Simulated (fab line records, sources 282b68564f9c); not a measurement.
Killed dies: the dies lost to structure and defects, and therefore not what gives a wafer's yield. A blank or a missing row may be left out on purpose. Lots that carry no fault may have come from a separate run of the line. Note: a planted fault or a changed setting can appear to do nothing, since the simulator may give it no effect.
The tool behind it: which one? :: flow ritCmos :: 14 lots, 42 wafers sampled, at 2 steps of a route of 202

WHAT THE GAUGES SHOWED, per wafer
RIT_GATE_THK_MEAS_07.
lot: L135
measured: day 2 11:14
on: filmMetro-04
GATE_OXIDE_THK (nm): 3.06 3.00 3.01

lot: L136
measured: day 2 18:04
on: filmMetro-02
GATE_OXIDE_THK (nm): 2.98 2.94 2.95

lot: L137
measured: day 2 21:12
on: filmMetro-02
GATE_OXIDE_THK (nm): 3.08 3.09 3.06

lot: L138
measured: day 3 01:39
on: filmMetro-01
GATE_OXIDE_THK (nm): 3.12 3.08 3.16

lot: L139
measured: day 3 07:08
on: filmMetro-01
GATE_OXIDE_THK (nm): 3.14 3.17 3.15

lot: L140
measured: day 3 12:28
on: filmMetro-02
GATE_OXIDE_THK (nm): 3.15 3.12 3.12

lot: L142
measured: day 4 00:59
on: filmMetro-01
GATE_OXIDE_THK (nm): 2.54 2.58 2.65

lot: L144
measured: day 4 11:35
on: filmMetro-04
GATE_OXIDE_THK (nm): 2.45 2.43 2.46

lot: L149
measured: day 5 14:36
on: filmMetro-04
GATE_OXIDE_THK (nm): 3.00 2.97 3.07

lot: L150
measured: day 5 14:49
on: filmMetro-02
GATE_OXIDE_THK (nm): 3.11 3.13 3.09

lot: L151
measured: day 5 19:22
on: filmMetro-04
GATE_OXIDE_THK (nm): 3.12 3.17 3.13

lot: L152
measured: day 6 05:12
on: filmMetro-01
GATE_OXIDE_THK (nm): 3.00 2.96 2.98

lot: L156
measured: day 7 07:09
on: filmMetro-02
GATE_OXIDE_THK (nm): 2.95 2.93 2.90

lot: L158
measured: day 7 07:09
on: filmMetro-04
GATE_OXIDE_THK (nm): 3.12 3.10 3.09

EACH LOT AND THE TOOL THAT RAN IT (in order: tool; ch and the chambers of the sampled wafers; start)
lot: L135
RIT_GATE_OXIDATION_05: furnace-01 ch 0, day 2 09:54

lot: L136
RIT_GATE_OXIDATION_05: furnace-04 ch 0, day 2 15:23

lot: L137
RIT_GATE_OXIDATION_05: furnace-03 ch 0, day 2 19:22

lot: L138
RIT_GATE_OXIDATION_05: furnace-03 ch 0, day 3 00:19

lot: L139
RIT_GATE_OXIDATION_05: furnace-03 ch 0, day 3 04:49

lot: L140
RIT_GATE_OXIDATION_05: furnace-03 ch 0, day 3 10:55

lot: L142
RIT_GATE_OXIDATION_05: furnace-03 ch 0, day 3 22:37

lot: L144
RIT_GATE_OXIDATION_05: furnace-03 ch 0, day 4 08:56

lot: L149
RIT_GATE_OXIDATION_05: furnace-04 ch 0, day 5 12:11

lot: L150
RIT_GATE_OXIDATION_05: furnace-04 ch 0, day 5 13:16

lot: L151
RIT_GATE_OXIDATION_05: furnace-04 ch 0, day 5 17:48

lot: L152
RIT_GATE_OXIDATION_05: furnace-04 ch 0, day 6 01:56

lot: L156
RIT_GATE_OXIDATION_05: furnace-01 ch 0, day 7 04:31

lot: L158
RIT_GATE_OXIDATION_05: furnace-01 ch 0, day 7 04:31
- RIT_GATE_OXIDATION_05: target thk 3 nm, ox time 274.8 s.

WHAT THE TOOLS THEMSELVES READ (means of the sampled wafers that have a number; where no wafer has one, the mark that the record gives instead)
RIT_GATE_OXIDATION_05.
lot: L135
tool: furnace-01
spikeTcCentreC (C): 901.4
spikeTcLoadC (C): 927.1
spikeTcSourceC (C): 920
zonePowerLoadPct (%): 29

lot: L136
tool: furnace-04
spikeTcCentreC (C): 902.8
spikeTcLoadC (C): 924.3
spikeTcSourceC (C): 925
zonePowerLoadPct (%): 22

lot: L137
tool: furnace-03
spikeTcCentreC (C): 900.5
spikeTcLoadC (C): 922.5
spikeTcSourceC (C): 915
zonePowerLoadPct (%): 30

lot: L138
tool: furnace-03
spikeTcCentreC (C): 902.0
spikeTcLoadC (C): 921.8
spikeTcSourceC (C): 916
zonePowerLoadPct (%): 29

lot: L139
tool: furnace-03
spikeTcCentreC (C): 900.5
spikeTcLoadC (C): 921.8
spikeTcSourceC (C): 915
zonePowerLoadPct (%): 30

lot: L140
tool: furnace-03
spikeTcCentreC (C): 900.3
spikeTcLoadC (C): 922.3
spikeTcSourceC (C): 916
zonePowerLoadPct (%): 30

lot: L142
tool: furnace-03
spikeTcCentreC (C): 885.9
spikeTcLoadC (C): 905.7
spikeTcSourceC (C): 900
zonePowerLoadPct (%): 29

lot: L144
tool: furnace-03
spikeTcCentreC (C): 885.9
spikeTcLoadC (C): 904.8
spikeTcSourceC (C): 900
zonePowerLoadPct (%): 29

lot: L149
tool: furnace-04
spikeTcCentreC (C): 903.4
spikeTcLoadC (C): 924.4
spikeTcSourceC (C): 926
zonePowerLoadPct (%): 22

lot: L150
tool: furnace-04
spikeTcCentreC (C): 902.3
spikeTcLoadC (C): 925.5
spikeTcSourceC (C): 924
zonePowerLoadPct (%): 22

lot: L151
tool: furnace-04
spikeTcCentreC (C): 902.4
spikeTcLoadC (C): 924.2
spikeTcSourceC (C): 924
zonePowerLoadPct (%): 22

lot: L152
tool: furnace-04
spikeTcCentreC (C): 902.1
spikeTcLoadC (C): 925.2
spikeTcSourceC (C): 925
zonePowerLoadPct (%): 22

lot: L156
tool: furnace-01
spikeTcCentreC (C): 902.0
spikeTcLoadC (C): 927.9
spikeTcSourceC (C): 921
zonePowerLoadPct (%): 29

lot: L158
tool: furnace-01
spikeTcCentreC (C): 901.2
spikeTcLoadC (C): 928.0
spikeTcSourceC (C): 922
zonePowerLoadPct (%): 29

THE ANSWER, worked out from the rows above alone
Rule: the lots themselves supply what counts as usual. Put in order of their means at a reading, lots are off if they are a third of the lots or fewer, leave a main group of 4 or more, and stand apart from it by a gap of 3 or more times the standard deviation of the main group's means; of several such gaps the widest counts. A main group is skipped when, at the precision printed for the reading in the tables above, its means are all equal. A lot without any number at a reading at which 4 lots or more have one is off too. Where the step has rows for the other lots, those lots are counted as sound. Order of review: gauges by route order, followed by the tools' own readings, for which a lot's mean as printed above is used. The first step at which some lot is off is used, and at that step the reading that is off furthest; a lot without a number counts as furthest.
Off: at RIT_GATE_THK_MEAS_07 (GATE_OXIDE_THK), L142, L144. Main group: mean 3.06 nm, sd 0.075.
A tool fits if, at a process step before that reading, it ran every lot that is off, and no sound lot after the first of them. Not tried: the gauges at RIT_GATE_THK_MEAS_07; whatever is off there is also off at RIT_GATE_OXIDATION_05, on other tools, and gauge error can't account for it. One fits: furnace-03 at RIT_GATE_OXIDATION_05. Its last sound lot is L140 (day 3 10:55), its first lot that is off L142 (day 3 22:37): a fault that began between those two fits.
The tool's own readings at RIT_GATE_OXIDATION_05 bear it out: on the lots that are off they differ by more than 5 times the standard deviation of the sound lots' means. spikeTcCentreC reads 885.9 C there against 901.7 C on the sound lots; spikeTcLoadC reads 905.2 C there against 924.6 C on the sound lots; spikeTcSourceC reads 900 C there against 921 C on the sound lots.

WHAT THE SIMULATOR HAD INSERTED
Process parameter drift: furnace-03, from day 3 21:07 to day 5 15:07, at RIT_GATE_OXIDATION_05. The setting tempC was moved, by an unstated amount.
Lots struck among those shown: L142, L144. This agrees with what the rule above found.
